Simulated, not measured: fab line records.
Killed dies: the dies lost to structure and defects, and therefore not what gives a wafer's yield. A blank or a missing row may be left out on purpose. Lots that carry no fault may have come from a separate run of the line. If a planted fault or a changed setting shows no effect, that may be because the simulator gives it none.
What tool caused it? | flow berkeleyCmos170 | route of 331 steps, sampled at 1 step: 12 lots, 36 wafers

== WHAT THE GAUGES READ, wafer by wafer ==
UCB170_START_THK_MEAS_03.
lot  | measured    | on           | START_OXIDE_THK (nm)
L527 | day 1 13:40 | filmMetro-01 | 20.0 19.7 20.0
L528 | day 1 17:45 | filmMetro-01 | 20.1 19.5 19.7
L529 | day 2 00:51 | filmMetro-02 | 20.0 20.6 20.2
L530 | day 2 06:23 | filmMetro-01 | 20.3 20.4 20.2
L539 | day 4 02:08 | filmMetro-04 | 24.1 24.0 23.9
L541 | day 4 14:04 | filmMetro-04 | 24.1 23.9 23.9
L542 | day 4 17:26 | filmMetro-04 | 23.8 23.9 23.6
L544 | day 5 03:07 | filmMetro-02 | 19.9 19.9 20.1
L547 | day 5 19:22 | filmMetro-01 | 19.9 19.8 19.8
L548 | day 5 22:16 | filmMetro-02 | 20.0 19.9 19.7
L549 | day 6 04:02 | filmMetro-01 | 19.9 19.9 20.2
L550 | day 6 08:07 | filmMetro-02 | 19.4 19.4 19.9

== TOOL THAT RAN EACH LOT (tool first, then ch and the chambers of the sampled wafers, then the start) ==
Before these readings, the record contains no process step.

== AS READ BY THE TOOLS THEMSELVES (means over the sampled wafers that have a number; for cases with no such wafer, the mark the record gives instead) ==
The record holds no such reading with a usual standard deviation.

== THE ANSWER, worked out from the rows above alone ==
Rule: usual is defined by the lots themselves. Put in order of their means at a reading, lots are off if they are a third of the lots or fewer, leave a main group of 4 or more, and stand apart from it by a gap of 3 or more times the standard deviation of the main group's means; of several such gaps the widest counts. The tables above print the reading to a certain number of digits; a main group whose means all agree to those digits is not used. A lot without any number at a reading at which 4 lots or more have one is off too. All remaining lots with rows at the step are treated as sound. First the gauges in route order, then the tools' own readings, where a lot's mean is used as printed above. The first step at which some lot is off is used, and at that step the reading that is off furthest; a lot without a number counts as furthest.
Off: L539, L541, L542, at UCB170_START_THK_MEAS_03 (START_OXIDE_THK). The main group has a mean of 19.9 nm with a standard deviation of 0.22.
If a tool, at a process step before that reading, ran all the lots that are off and no sound lot after the first of them, it fits. Gauges at UCB170_START_THK_MEAS_03: tried the same way as those tools. One fits: filmMetro-04 at UCB170_START_THK_MEAS_03. It ran no sound lot before its first lot that is off in this sample, so the start can't be narrowed down.

== WHAT THE SIMULATOR HAD INSERTED ==
Metrology matching offset: filmMetro-04, from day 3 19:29 on, at UCB170_START_THK_MEAS_03. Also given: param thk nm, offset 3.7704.
Struck lots among those shown: L539, L541, L542. The rule above found the same.
